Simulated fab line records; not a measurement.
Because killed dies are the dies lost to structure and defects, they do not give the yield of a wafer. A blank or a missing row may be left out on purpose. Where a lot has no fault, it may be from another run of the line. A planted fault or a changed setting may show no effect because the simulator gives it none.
A single fault, viewed from 2 desks / flow rit cmos / numbers are kept per desk, each desk with only its own; the story behind them comes last

THE TOOL OWNER'S DESK: implanter-03
The tool's own readings at RIT_PRETRO_IMPLANT_08: means of the sampled wafers that have a number, for each lot that ran on this tool. Marked OUT: a lot whose mean sits more than 4 standard deviations from the usual mean, which makes it out of limits; the brackets give that distance.
Columns: A = dose ions cm2 at RIT_PRETRO_IMPLANT_08, usual 1.2e+13; B = faraday current uA at RIT_PRETRO_IMPLANT_08, usual 38.0; C = tilt deg at RIT_PRETRO_IMPLANT_08, usual 6.996 degrees
lot=L422; first seen here=day 3 03:55; A=1.2e+13; B=37.9; C=7.014
lot=L430; first seen here=day 5 00:01; A=7.7e+12 (-99 or more) OUT; B=24.6 (-19) OUT; C=7.009
lot=L432; first seen here=day 5 06:17; A=7.7e+12 (-99 or more) OUT; B=24.5 (-19) OUT; C=6.979
lot=L433; first seen here=day 5 11:48; A=7.7e+12 (-99 or more) OUT; B=24.1 (-19) OUT; C=7.000
This desk finds L430, L432, L433 out of limits, L430 being first, at day 5 00:01 (dose ions cm2 at RIT_PRETRO_IMPLANT_08). Within limits: L422.

METROLOGY DESK
What the gauges read, lot by lot, whatever tool the lot ran on: means of the sampled wafers that have a number. Marked OUT: a lot whose mean sits more than 4 standard deviations from the usual mean, which makes it out of limits; the brackets give that distance.
Columns: A = PRETRO_TW at RIT_PRETRO_TW_MEAS_10, usual 470
lot=L418; first seen here=day 2 07:56; A=464
lot=L419; first seen here=day 2 12:58; A=472
lot=L421; first seen here=day 2 22:24; A=465
lot=L422; first seen here=day 3 04:14; A=470
lot=L430; first seen here=day 5 00:20; A=406 (-16) OUT
lot=L431; first seen here=day 5 03:16; A=474
lot=L432; first seen here=day 5 06:36; A=416 (-13) OUT
lot=L433; first seen here=day 5 12:08; A=406 (-16) OUT
lot=L435; first seen here=day 5 20:26; A=467
lot=L436; first seen here=day 6 01:58; A=469
lot=L437; first seen here=day 6 06:43; A=475
lot=L438; first seen here=day 6 11:44; A=474
lot=L439; first seen here=day 6 16:17; A=477
lot=L440; first seen here=day 6 22:16; A=472
lot=L441; first seen here=day 7 02:37; A=472
Per this desk, out of limits: L430, L432, L433; the first was L430, day 5 00:20 (PRETRO_TW at RIT_PRETRO_TW_MEAS_10). Within limits: L418, L419, L421, L422, L431, L435, L436, L437, L438, L439, L440, L441.

PUT TOGETHER
The tool owner's desk had the chance to raise an alarm at day 5 00:01 on L430, L432, L433.
L430, L432, L433 would have let the metrology desk raise an alarm at day 5 00:20.
RIT_PRETRO_IMPLANT_08 was run on implanter-03 by each of the lots named.

WHAT HAD BEEN PUT IN BY THE SIMULATOR
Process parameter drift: implanter-03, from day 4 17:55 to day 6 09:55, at RIT_PRETRO_IMPLANT_08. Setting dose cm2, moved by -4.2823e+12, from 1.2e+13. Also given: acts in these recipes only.
Shown lots that were struck: L430, L432, L433.
Time in hours from fault onset to the first out-of-limits reading at each desk: tool owner's desk 6, metrology desk 6.
